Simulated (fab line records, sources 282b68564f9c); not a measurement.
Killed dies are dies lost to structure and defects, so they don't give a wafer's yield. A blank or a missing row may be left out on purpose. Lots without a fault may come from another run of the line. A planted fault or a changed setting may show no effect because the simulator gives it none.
Tool commonality check | flow rit_cmos | 13 lots, 39 wafers sampled

WHY IT WAS OPENED
At RIT_SPACER_THK_MEAS_04 the reading SPACER_NITRIDE_THK is flagged on 1 of 13 lots. Wafers without a fault read 249.4 nm, standard deviation 2.8.
Rule: a lot is flagged when every wafer of it that has a number lies more than 4 standard deviations from that mean, or none has a number. The other lots count as sound.

lot  | measured    | on            | SPACER_NITRIDE_THK (nm), wafer by wafer | flag
L668 | day 2 23:45 | film_metro-01 | 251.5 251.9 251.0                       |
L669 | day 3 03:06 | film_metro-02 | 247.1 246.8 248.2                       |
L670 | day 3 08:47 | film_metro-04 | 250.8 251.9 251.9                       |
L671 | day 3 14:45 | film_metro-02 | 251.4 247.6 251.1                       |
L672 | day 3 17:54 | film_metro-04 | 253.4 253.2 255.9                       |
L674 | day 4 06:02 | film_metro-04 | 251.6 251.1 254.0                       |
L676 | day 4 14:59 | film_metro-02 | 252.7 253.7 250.8                       |
L677 | day 4 18:59 | film_metro-02 | 249.6 247.6 248.8                       |
L680 | day 5 11:23 | film_metro-01 | 251.4 249.1 252.6                       |
L681 | day 5 15:58 | film_metro-01 | 242.2 248.2 246.1                       |
L682 | day 5 20:30 | film_metro-02 | 247.2 248.5 249.0                       |
L684 | day 6 08:17 | film_metro-04 | 246.6 247.9 246.2                       |
L691 | day 7 16:31 | film_metro-02 | 212.8 215.0 214.6                       | FLAGGED
The numbers of the flagged lots are 214.1 nm on average: -35.3 nm against the usual, or -13 standard deviations.

WHICH TOOL RAN EACH LOT
The record holds 1 process step before the reading, out of a route of 202 steps. In each cell: the tool, then ch and the chambers that the sampled wafers went through, then the start.
lot  | flag    | RIT_SPACER_CVD_03
L668 |         | lpcvd-01 ch 1, day 2 21:49
L669 |         | lpcvd-01 ch 0, day 3 01:10
L670 |         | lpcvd-02 ch 0, day 3 05:55
L671 |         | lpcvd-01 ch 0, day 3 12:48
L672 |         | lpcvd-01 ch 0, day 3 15:58
L674 |         | lpcvd-02 ch 0, day 4 03:10
L676 |         | lpcvd-01 ch 1, day 4 13:04
L677 |         | lpcvd-01 ch 0, day 4 17:04
L680 |         | lpcvd-02 ch 1, day 5 08:29
L681 |         | lpcvd-01 ch 1, day 5 14:04
L682 |         | lpcvd-01 ch 1, day 5 18:34
L684 |         | lpcvd-02 ch 1, day 6 06:21
L691 | FLAGGED | lpcvd-02 ch 1, day 7 14:34
What these steps do:
- RIT_SPACER_CVD_03: deposits Si3N4 from SiH2Cl2/NH3, target thk 250 nm, time 3300 s.
- RIT_SPACER_THK_MEAS_04

FLAGGED OVER TOTAL, TOOL BY TOOL (the gauges that took the reading come last)
step                   | tool          | lots run | flagged | share of the flagged lots | sound lots run after its first flagged lot
RIT_SPACER_CVD_03      | lpcvd-01      | 8        | 0       | none                      | -
RIT_SPACER_CVD_03      | lpcvd-02      | 5        | 1       | all                       | 0
RIT_SPACER_THK_MEAS_04 | film_metro-01 | 3        | 0       | none                      | -
RIT_SPACER_THK_MEAS_04 | film_metro-02 | 6        | 1       | all                       | 0
RIT_SPACER_THK_MEAS_04 | film_metro-04 | 4        | 0       | none                      | -

WHAT THE TABLE ALLOWS
2 rows of the table ran every flagged lot: lpcvd-02 at RIT_SPACER_CVD_03, film_metro-02 at RIT_SPACER_THK_MEAS_04.
- lpcvd-02 at RIT_SPACER_CVD_03: 1 of its 5 lots flagged. Its last sound lot is L684 (day 6 06:21), its first flagged lot L691 (day 7 14:34): a fault that began between those two fits.
- film_metro-02 at RIT_SPACER_THK_MEAS_04: 1 of its 6 lots flagged. Its last sound lot is L682 (day 5 20:30), its first flagged lot L691 (day 7 16:31): a fault that began between those two fits.
Counting lots can't tell these 2 tools apart, because each fits a fault that began at some hour. More lots, or a look at what each step does to the wafer, might.

WHAT THE SIMULATOR HAD PUT IN
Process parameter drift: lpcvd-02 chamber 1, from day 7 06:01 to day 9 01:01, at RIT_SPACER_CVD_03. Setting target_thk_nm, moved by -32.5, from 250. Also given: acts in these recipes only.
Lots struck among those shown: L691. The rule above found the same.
